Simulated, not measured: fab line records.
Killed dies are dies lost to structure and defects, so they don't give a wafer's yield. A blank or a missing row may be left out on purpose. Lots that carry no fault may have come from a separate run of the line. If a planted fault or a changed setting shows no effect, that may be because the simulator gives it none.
The tool behind it: which one? ; flow rit-cmos ; Sampling: 7 lots, 21 wafers, 2 of 202 route steps

WHAT THE GAUGES SHOWED, per wafer
RIT_ACTIVE_CD_MEAS_11: the cd target is 1400 nm.
lot;measured;on;cd-nm (nm)
L507;day 2 06:11;cd-sem-01;1400.4 1400.3 1401.7
L511;day 3 01:37;cd-sem-01;1402.5 1404.0 1401.1
L513;day 3 12:32;cd-sem-02;1401.6 1403.7 1404.6
L516;day 4 02:28;cd-sem-02;1402.7 1402.5 1402.2
L518;day 4 12:36;cd-sem-01;1400.6 1397.2 1399.5
L520;day 4 22:30;cd-sem-02;1407.8 1406.4 1407.4
L522;day 5 08:35;cd-sem-01;1408.9 1408.0 1409.9

EACH LOT AND THE TOOL THAT RAN IT (in order: tool; ch and the chambers of the sampled wafers; start)
lot;RIT_ACTIVE_DEVELOP_10
L507;litho-track-02 ch 0, day 2 06:00
L511;litho-track-02 ch 0, day 3 01:00
L513;litho-track-03 ch 0, day 3 12:00
L516;litho-track-02 ch 0, day 4 02:00
L518;litho-track-02 ch 0, day 4 12:00
L520;litho-track-02 ch 0, day 4 22:00
L522;litho-track-02 ch 0, day 5 08:00
- RIT_ACTIVE_DEVELOP_10: develop time 50 s.

THE ANSWER, worked out from the rows above alone
Rule: the lots themselves supply what counts as usual. The widest of any qualifying gaps counts: lots, ordered by their means at a reading, are off when they make up no more than a third of the lots, leave a main group of 4 or more, and stand apart from it by 3 or more times the standard deviation of that group's means. If all means in a main group match to the digits the tables above print for the reading, that group is not used. Also off: a lot with no number at a reading for which 4 or more lots have one. The other lots that the step has rows for count as sound.
None of the lots is off at any reading shown; this tells nothing.

WHAT HAD BEEN PUT IN BY THE SIMULATOR
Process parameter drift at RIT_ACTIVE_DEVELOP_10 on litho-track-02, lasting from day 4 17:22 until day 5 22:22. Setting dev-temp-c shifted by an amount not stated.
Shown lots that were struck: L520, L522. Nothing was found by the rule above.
